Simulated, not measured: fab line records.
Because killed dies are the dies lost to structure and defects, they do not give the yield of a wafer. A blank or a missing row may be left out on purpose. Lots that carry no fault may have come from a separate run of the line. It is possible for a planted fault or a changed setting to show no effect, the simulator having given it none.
Problem report in the 8D (eight disciplines) form, filled by code :: flow berkeley cmos170 :: the parts of the form that need people (team, actions taken, sign-off) are left out

## 1. PROBLEM STATEMENT
Mean of run length s at UCB170_PSD_SOFTBAKE_02: 92.05 s across 6 wafers in 2 lots; on wafers with no fault it is 89.03 s (standard deviation 0.16). Relative to the usual mean, that is a shift of +19 standard deviations.
The step: time 60 s.
The first sign was on wafer L179.3 at day 8 06:31, on litho track-03. The record has a number at this step for 42 wafers belonging to 14 lots. The rule behind "out" and "out of limits": a value lying over 4 standard deviations away from the usual mean. Any other wafer with a number is counted as sound.

## 2. WHAT IT IS, AND WHAT IT ISN'T
question: which readings at this step
is: run length s
is not: -

question: which lots
is: L179, L183
is not: L172, L173, L176, L177, L186, L187, L190, L191, L192, L193, L194, L195

question: which wafers of those lots
is: all that have a number
is not: -

question: read on which tools
is: litho track-03
is not: litho track-02, litho track-04

question: when
is: from day 8 06:31
is not: up to then (12 sound wafers); but 24 sound wafers of L186, L187, L190, L191, L192, L193, L194, L195 came after

## 3. WHAT RULES OUT EACH SUSPECT
Counting: a tool at any process step up to the reading remains a suspect when it ran all the lots that are out and ran no sound lot after the first of those.
- litho track-03 at UCB170_PSD_SOFTBAKE_02 (time 60 s): kept. It ran every lot that is out, first L179 (day 8 06:31), and no sound lot after that; its last sound lot up to then is L176 (day 7 12:01). Its own run length s readings are out on those wafers.
The count leaves litho track-03 at UCB170_PSD_SOFTBAKE_02.

## 4. THE CAUSE (what the simulator had put in)
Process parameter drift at UCB170_PSD_SOFTBAKE_02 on litho track-03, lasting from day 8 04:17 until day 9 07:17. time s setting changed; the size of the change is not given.
Only this tool survived the counting.

## 5. SEQUENCE OF EFFECTS, ordered by route
One row per reading whose mean, taken over the struck wafers that have a number, lies over 3 standard deviations from the usual. Scope: only readings with a usual standard deviation given in the record; hours: median across lots of the time from each lot's start at the first step in this table that gives one to its start at this step; sigmas: change in usual standard deviations.
hours: 0
step: UCB170_PSD_SOFTBAKE_02
reading: run length s
usual: 89.03 s
on struck wafers: 92.05
change: +3.02
sigmas: +19
Its process steps:
- UCB170_PSD_SOFTBAKE_02: time 60 s.
At these later measuring or inspecting steps, every struck wafer for which the step has a row has a number for every such reading, and none has moved that far: UCB170_M1_OVL_MEAS_10.

## 6. HOW IT WOULD HAVE BEEN CAUGHT EARLIER
2 hours passed between the start of the fault at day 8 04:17 and the first reading out of limits in this record, taken at day 8 06:31.
